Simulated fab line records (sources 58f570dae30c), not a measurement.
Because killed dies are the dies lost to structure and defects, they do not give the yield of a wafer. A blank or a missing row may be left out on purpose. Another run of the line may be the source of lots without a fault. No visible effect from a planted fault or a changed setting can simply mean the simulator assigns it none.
Matching of chambers | flow berkeley-cmos170 | UCB170_SPACER_ETCHBACK_03 on rie-diel-01 has 4 sister chambers
The step etches SiO2 in CHF3/CF4/Ar, stops on Si, target depth 376 nm, time 100 s. 4 wafers are shown with their chamber, then 7 later ones without.

## WAFERS PAIRED WITH THEIR CHAMBERS
wafer  | chamber | drypump-motor-current-A (A)
L850.3 | 0       | 5.8
L852.6 | 3       | 5.5
L854.4 | 2       | 5.1
L854.5 | 1       | 5.9

## WAFERS WITH NO CHAMBER GIVEN
wafer  | drypump-motor-current-A (A)
L854.6 | 5.1
L853.1 | 5.9
L853.4 | 5.8
L853.5 | 5.2
L858.1 | 5.1
L858.2 | 5.5
L858.4 | 5.8

## WHICH CHAMBER EACH WENT THROUGH
wafer  | from the rows above | in truth
L854.6 | 2                   | 2
L853.1 | 1                   | 1
L853.4 | 0                   | 0
L853.5 | 2                   | 2
L858.1 | 2                   | 2
L858.2 | 3                   | 3
L858.4 | 0                   | 0
Placed correctly: 7 of 7. Can't be placed from these rows: 0. 0 placed wrongly.
How it was worked out, from the rows above alone: a wafer's distance from a chamber is the root of the sum, over the readings, of the square of ((its reading less the chamber's mean) divided by the reading's scatter). If the next closest chamber is less than 2 further off than the closest, the wafer can't be placed; otherwise it belongs to the closest. Each chamber's mean is taken over the wafers shown for it. The scatter: with one shown wafer a chamber, the root of the mean of the squares of how far each hidden wafer lies from its nearest shown one.
